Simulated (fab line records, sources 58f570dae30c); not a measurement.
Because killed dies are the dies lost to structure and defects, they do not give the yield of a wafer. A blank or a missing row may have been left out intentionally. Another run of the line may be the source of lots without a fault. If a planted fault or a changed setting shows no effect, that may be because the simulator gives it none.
Split-lot study :: flow berkeleyCmos170 :: 23 wafers read from 5 lots, route of 331 steps

== ABOUT THE SPLIT ==
At UCB170_PSD_IMPLANT_08, the setting energyKev was moved away from the recipe's 20 on 8 of the 23 wafers read, by -4.8% to +4.2%. The other wafers ran this setting at the recipe's value.

Reading taken at the split's own step.

== THE READING ==
In nm, at UCB170_PSD_IMPLANT_08: implant.drpNm, which is the simulator's own figure and was read by no gauge. No usual value for it is given in the file.

wafer: L074.1
tool, chamber at the split: implanter-02, 0
energyKev as run: 20.54
against the recipe: +2.7%
implant.drpNm, nm: 28.91
against lot-mates on the recipe: +0.57

wafer: L074.2
tool, chamber at the split: implanter-02, 0
energyKev as run: 20.54
against the recipe: +2.7%
implant.drpNm, nm: 28.91
against lot-mates on the recipe: +0.57

wafer: L074.5
tool, chamber at the split: implanter-02, 0
energyKev as run: 20.54
against the recipe: +2.7%
implant.drpNm, nm: 28.91
against lot-mates on the recipe: +0.57

wafer: L074.3
tool, chamber at the split: implanter-02, 0
energyKev as run: 20
against the recipe: recipe
implant.drpNm, nm: 28.34
against lot-mates on the recipe: -

wafer: L074.6
tool, chamber at the split: implanter-02, 0
energyKev as run: 20
against the recipe: recipe
implant.drpNm, nm: 28.34
against lot-mates on the recipe: -

wafer: L076.2
tool, chamber at the split: implanter-03, 0
energyKev as run: 19.04
against the recipe: -4.8%
implant.drpNm, nm: 27.38
against lot-mates on the recipe: -0.96

wafer: L076.3
tool, chamber at the split: implanter-03, 0
energyKev as run: 19.04
against the recipe: -4.8%
implant.drpNm, nm: 27.38
against lot-mates on the recipe: -0.96

wafer: L076.4
tool, chamber at the split: implanter-03, 0
energyKev as run: 19.04
against the recipe: -4.8%
implant.drpNm, nm: 27.38
against lot-mates on the recipe: -0.96

wafer: L076.5
tool, chamber at the split: implanter-03, 0
energyKev as run: 20
against the recipe: recipe
implant.drpNm, nm: 28.34
against lot-mates on the recipe: -

wafer: L076.6
tool, chamber at the split: implanter-03, 0
energyKev as run: 20
against the recipe: recipe
implant.drpNm, nm: 28.34
against lot-mates on the recipe: -

wafer: L084.1
tool, chamber at the split: implanter-04, 0
energyKev as run: 20
against the recipe: recipe
implant.drpNm, nm: 28.34
against lot-mates on the recipe: -

wafer: L084.3
tool, chamber at the split: implanter-04, 0
energyKev as run: 20
against the recipe: recipe
implant.drpNm, nm: 28.34
against lot-mates on the recipe: -

wafer: L084.6
tool, chamber at the split: implanter-04, 0
energyKev as run: 20
against the recipe: recipe
implant.drpNm, nm: 28.34
against lot-mates on the recipe: -

wafer: L083.1
tool, chamber at the split: implanter-02, 0
energyKev as run: 20
against the recipe: recipe
implant.drpNm, nm: 28.34
against lot-mates on the recipe: -

wafer: L083.3
tool, chamber at the split: implanter-02, 0
energyKev as run: 20
against the recipe: recipe
implant.drpNm, nm: 28.34
against lot-mates on the recipe: -

wafer: L083.4
tool, chamber at the split: implanter-02, 0
energyKev as run: 20
against the recipe: recipe
implant.drpNm, nm: 28.34
against lot-mates on the recipe: -

wafer: L083.5
tool, chamber at the split: implanter-02, 0
energyKev as run: 20
against the recipe: recipe
implant.drpNm, nm: 28.34
against lot-mates on the recipe: -

wafer: L083.6
tool, chamber at the split: implanter-02, 0
energyKev as run: 20
against the recipe: recipe
implant.drpNm, nm: 28.34
against lot-mates on the recipe: -

wafer: L085.1
tool, chamber at the split: implanter-03, 0
energyKev as run: 20
against the recipe: recipe
implant.drpNm, nm: 28.34
against lot-mates on the recipe: -

wafer: L085.5
tool, chamber at the split: implanter-03, 0
energyKev as run: 20
against the recipe: recipe
implant.drpNm, nm: 28.34
against lot-mates on the recipe: -

wafer: L085.6
tool, chamber at the split: implanter-03, 0
energyKev as run: 20
against the recipe: recipe
implant.drpNm, nm: 28.34
against lot-mates on the recipe: -

wafer: L085.2
tool, chamber at the split: implanter-03, 0
energyKev as run: 20.85
against the recipe: +4.2%
implant.drpNm, nm: 29.28
against lot-mates on the recipe: +0.94

wafer: L085.4
tool, chamber at the split: implanter-03, 0
energyKev as run: 20.85
against the recipe: +4.2%
implant.drpNm, nm: 29.28
against lot-mates on the recipe: +0.94

THE FIT
A straight line over all 23 wafers: implant.drpNm changes by +0.208 nm for each +1% of energyKev; r = +1.00; the points scatter about the line by 0.02 nm.
The same after taking each lot's own level away (the mean of its wafers on the recipe; 23 wafers): +0.208 nm for each +1%; r = +1.00; scatter 0.02 nm.
That fit puts the effect of the largest move of energyKev on the reading at 1 nm.
The lots' own levels span 28.340 to 28.340 nm.
Consequently the slope shifts little with the lot-to-lot level, the two slopes agreeing.
Check: for one of the wafers moved furthest among these (-4.8%), held out of the fit, the line's prediction against its lot-mates is -0.994 nm. Against them it came out at -0.96 nm.

== THESE WAFERS: OTHER SPLITS ==
Note: prior to the reading, these wafers also went through further splits. Each is held against what the fit with the lots' levels taken away leaves over:
other split on the same wafers: UCB170_PLDD_EXPOSE_03 doseMj
wafers away from the commonest value: 7
r with implant.drpNm (lot level and that fit taken away): -0.14

other split on the same wafers: UCB170_NLDD_IMPLANT_09 energyKev
wafers away from the commonest value: 9
r with implant.drpNm (lot level and that fit taken away): +0.08

other split on the same wafers: UCB170_PSD_PEB_04 pebTempC
wafers away from the commonest value: 12
r with implant.drpNm (lot level and that fit taken away): +0.53

== THE WHOLE CHAIN: every reading that the file lists as answering this split, in the file's order ==
step: UCB170_PSD_IMPLANT_08
what it does: 
reading: implant.rpNm (the simulator's own value, which no gauge read)
change (the file's fit): +0.647 nm for each +1% of the setting
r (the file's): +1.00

step: UCB170_PSD_IMPLANT_08
what it does: 
reading: implant.drpNm (the simulator's own value, which no gauge read)
change (the file's fit): +0.21 nm for each +1% of the setting
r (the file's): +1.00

step: UCB170_PSD_STRIP_09
what it does: strips in O2
reading: stripTimeToEndpointS
change (the file's fit): withheld for each +1% of the setting
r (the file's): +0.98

== FILE'S OWN FIT ==
implant.drpNm changes by +0.21 nm for each +1% of energyKev, r = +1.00.
